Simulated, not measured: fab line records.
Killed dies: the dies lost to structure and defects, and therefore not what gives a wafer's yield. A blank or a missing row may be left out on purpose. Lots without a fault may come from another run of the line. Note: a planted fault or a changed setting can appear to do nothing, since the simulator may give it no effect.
Chamber matching | flow berkeley-cmos170 | rie-diel-02 running UCB170_M2_ETCH_17: 4 sister chambers
The step etches BARC in N2/H2. 4 wafers are shown with their chamber, then 8 later ones without.

WAFERS, EACH WITH ITS CHAMBER
wafer  | chamber | throttle-valve-pct (%)
L646.3 | 1       | 13.18
L651.4 | 0       | 13.20
L651.5 | 2       | 12.90
L654.3 | 3       | 13.47

WAFERS WITH NO CHAMBER GIVEN
wafer  | throttle-valve-pct (%)
L654.5 | 12.91
L654.6 | 13.46
L663.1 | 13.47
L663.3 | 13.20
L663.5 | 13.21
L667.2 | 13.20
L667.4 | 13.46
L667.6 | 13.16

THE CHAMBER EACH PASSED THROUGH
wafer  | from the rows above     | in truth
L654.5 | 2                       | 2
L654.6 | 3                       | 3
L663.1 | 3                       | 3
L663.3 | can't be placed: 0 or 1 | 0
L663.5 | can't be placed: 0 or 1 | 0
L667.2 | can't be placed: 0 or 1 | 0
L667.4 | 3                       | 3
L667.6 | can't be placed: 1 or 0 | 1
Correctly placed: 4 of 8. Can't be placed from these rows: 4 (the true chamber is among the candidates in 4). Number placed wrongly: 0.
How it was worked out, from the rows above alone: a wafer's distance from a chamber is the root of the sum, over the readings, of the square of ((its reading less the chamber's mean) divided by the reading's scatter). The wafer belongs to the nearest chamber; if the next one is less than 2 further off, it can't be placed. The mean given for a chamber averages the wafers shown for that chamber. The scatter: root of mean squared gap, hidden wafer to nearest shown wafer, with one shown wafer a chamber.
